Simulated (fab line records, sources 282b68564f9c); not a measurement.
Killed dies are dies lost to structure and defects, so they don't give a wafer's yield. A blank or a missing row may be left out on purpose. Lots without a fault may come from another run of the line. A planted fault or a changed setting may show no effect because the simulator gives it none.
Which tool did it? | flow rit_cmos | 14 lots, 42 wafers sampled, at 1 step of a route of 202

WHAT THE GAUGES READ, wafer by wafer
The record holds no reading of a measuring or inspecting step that can be judged against a usual standard deviation.

WHICH TOOL RAN EACH LOT (tool, then ch and the chambers of the sampled wafers, then the start)
lot  | RIT_NLDD_COAT_01
L846 | litho_track-01 ch 0, day 2 16:37
L847 | litho_track-04 ch 0, day 2 22:20
L850 | litho_track-02 ch 0, day 3 12:11
L852 | litho_track-04 ch 0, day 3 22:49
L853 | litho_track-02 ch 0, day 4 03:23
L854 | litho_track-04 ch 0, day 4 09:19
L855 | litho_track-01 ch 0, day 4 13:26
L856 | litho_track-01 ch 0, day 4 18:29
L857 | litho_track-02 ch 0, day 4 22:53
L858 | litho_track-01 ch 0, day 5 06:00
L862 | litho_track-04 ch 0, day 6 00:19
L864 | litho_track-01 ch 0, day 6 11:08
L866 | litho_track-01 ch 0, day 6 21:06
L868 | litho_track-04 ch 0, day 7 08:32
- RIT_NLDD_COAT_01: resist thk 1000 nm.

WHAT THE TOOLS THEMSELVES READ (means of the sampled wafers that have a number; where no wafer has one, the mark that the record gives instead)
RIT_NLDD_COAT_01. Usual: spin_speed_rpm 3250.2 rpm, standard deviation 2.1.
lot  | tool           | spin_speed_rpm (rpm) | flag
L846 | litho_track-01 | 3251.6               |
L847 | litho_track-04 | 3250.7               |
L850 | litho_track-02 | 3252.3               |
L852 | litho_track-04 | 3250.3               |
L853 | litho_track-02 | 3250.6               |
L854 | litho_track-04 | 3250.6               |
L855 | litho_track-01 | 3249.8               |
L856 | litho_track-01 | 3250.7               |
L857 | litho_track-02 | 3249.5               |
L858 | litho_track-01 | 3248.3               |
L862 | litho_track-04 | 3248.7               |
L864 | litho_track-01 | 3163.8               | OFF
L866 | litho_track-01 | 3160.8               | OFF
L868 | litho_track-04 | 3249.3               |

THE ANSWER, worked out from the rows above alone
Rule: a lot is off if the mean of its wafers that have a number lies more than 3 standard deviations from the usual mean. A lot without any number at a reading at which 4 lots or more have one is off too. The other lots that the step has rows for count as sound. The gauges are gone through in route order, then the tools' own readings, and for those a lot's mean is taken as printed above. The first step at which some lot is off is used, and at that step the reading that is off furthest; a lot without a number counts as furthest.
Off: L864, L866, at RIT_NLDD_COAT_01 (spin_speed_rpm).
A tool fits if, at that step or a process step before it, it ran every lot that is off, and no sound lot after the first of them. One fits: litho_track-01 at RIT_NLDD_COAT_01. Its last sound lot is L858 (day 5 06:00), its first lot that is off L864 (day 6 11:08): a fault that began between those two fits.
The tool's own readings at RIT_NLDD_COAT_01 bear it out: on the lots that are off they differ by more than 5 times the standard deviation of the sound lots' means. spin_speed_rpm reads 3162.3 rpm there against 3250.2 rpm on the sound lots.

WHAT THE SIMULATOR HAD PUT IN
Process parameter drift: litho_track-01, from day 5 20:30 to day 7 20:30, at RIT_NLDD_COAT_01. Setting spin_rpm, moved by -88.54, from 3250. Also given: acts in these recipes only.
Lots struck among those shown: L864, L866. The rule above found the same.
